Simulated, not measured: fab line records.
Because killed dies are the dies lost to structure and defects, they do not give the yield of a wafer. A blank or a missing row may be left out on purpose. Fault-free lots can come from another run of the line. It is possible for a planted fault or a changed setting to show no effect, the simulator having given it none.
Split-lot trial	flow berkeleyCmos170	23 wafers read from 5 lots, route of 331 steps

== THE SPLIT ==
At UCB170_NWELL_IMPLANT_14, the setting energyKev was moved away from the recipe's 150 on 9 of the 23 wafers read, by -2.2% to +5.7%. For the rest of the wafers, this setting stayed at what the recipe calls for.

The split's own step is where the reading is taken.

== THE READING ==
The simulator's own value implant.drpNm, read by no gauge, in nm at UCB170_NWELL_IMPLANT_14. The file gives no usual value for it.

wafer	tool, chamber at the split	energyKev as run	against the recipe	implant.drpNm, nm	against lot-mates on the recipe
L076.1	implanter-01, 0	150	recipe	62.72	-
L076.2	implanter-01, 0	150	recipe	62.72	-
L076.6	implanter-01, 0	150	recipe	62.72	-
L077.1	implanter-04, 0	146.7	-2.2%	61.65	-1.07
L077.6	implanter-04, 0	146.7	-2.2%	61.65	-1.07
L077.3	implanter-04, 0	150	recipe	62.72	-
L077.4	implanter-04, 0	150	recipe	62.72	-
L077.5	implanter-04, 0	150	recipe	62.72	-
L078.1	implanter-04, 0	158.6	+5.7%	65.39	+2.67
L078.4	implanter-04, 0	158.6	+5.7%	65.39	+2.67
L078.6	implanter-04, 0	158.6	+5.7%	65.39	+2.67
L078.3	implanter-04, 0	150	recipe	62.72	-
L078.5	implanter-04, 0	150	recipe	62.72	-
L080.1	implanter-04, 0	155.7	+3.8%	64.51	+1.79
L080.2	implanter-04, 0	155.7	+3.8%	64.51	+1.79
L080.4	implanter-04, 0	150	recipe	62.72	-
L080.5	implanter-04, 0	150	recipe	62.72	-
L080.6	implanter-04, 0	150	recipe	62.72	-
L085.1	implanter-03, 0	150	recipe	62.72	-
L085.3	implanter-03, 0	150	recipe	62.72	-
L085.4	implanter-03, 0	150	recipe	62.72	-
L085.2	implanter-03, 0	155.3	+3.5%	64.38	+1.66
L085.6	implanter-03, 0	155.3	+3.5%	64.38	+1.66

FIT RESULTS
A straight line over all 23 wafers: implant.drpNm changes by +0.469 nm for each +1% of energyKev; r = +1.00; the points scatter about the line by 0.013 nm.
The same after taking each lot's own level away (the mean of its wafers on the recipe; 23 wafers): +0.469 nm for each +1%; r = +1.00; scatter 0.013 nm.
According to that fit, moving energyKev by its largest amount changes the reading by 2.7 nm.
The lots' own levels span 62.720 to 62.720 nm.
Consequently the slope shifts little with the lot-to-lot level, the two slopes agreeing.
Check: with one of the wafers moved furthest among these (+5.7%) left out of the fit, the line predicts +2.69 nm for it against its lot-mates. Against them it came out at +2.67 nm.

== THESE WAFERS: OTHER SPLITS ==
These wafers also went through other splits before the reading. Each is held against what the fit with the lots' levels taken away leaves over:
other split on the same wafers	wafers away from the commonest value	r with implant.drpNm (lot level and that fit taken away)
UCB170_START_OXIDATION_02 tempC	15	-0.59

== THE WHOLE CHAIN: every reading that the file lists as answering this split, in the file's order ==
step	what it does	reading	change (the file's fit)	r (the file's)
UCB170_NWELL_IMPLANT_14		implant.rpNm (the simulator's own value, which no gauge read)	+1.96 nm for each +1% of the setting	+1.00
UCB170_NWELL_IMPLANT_14		implant.drpNm (the simulator's own value, which no gauge read)	+0.469 nm for each +1% of the setting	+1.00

== THE FILE'S OWN FIT ==
implant.drpNm changes by +0.469 nm for each +1% of energyKev, r = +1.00.
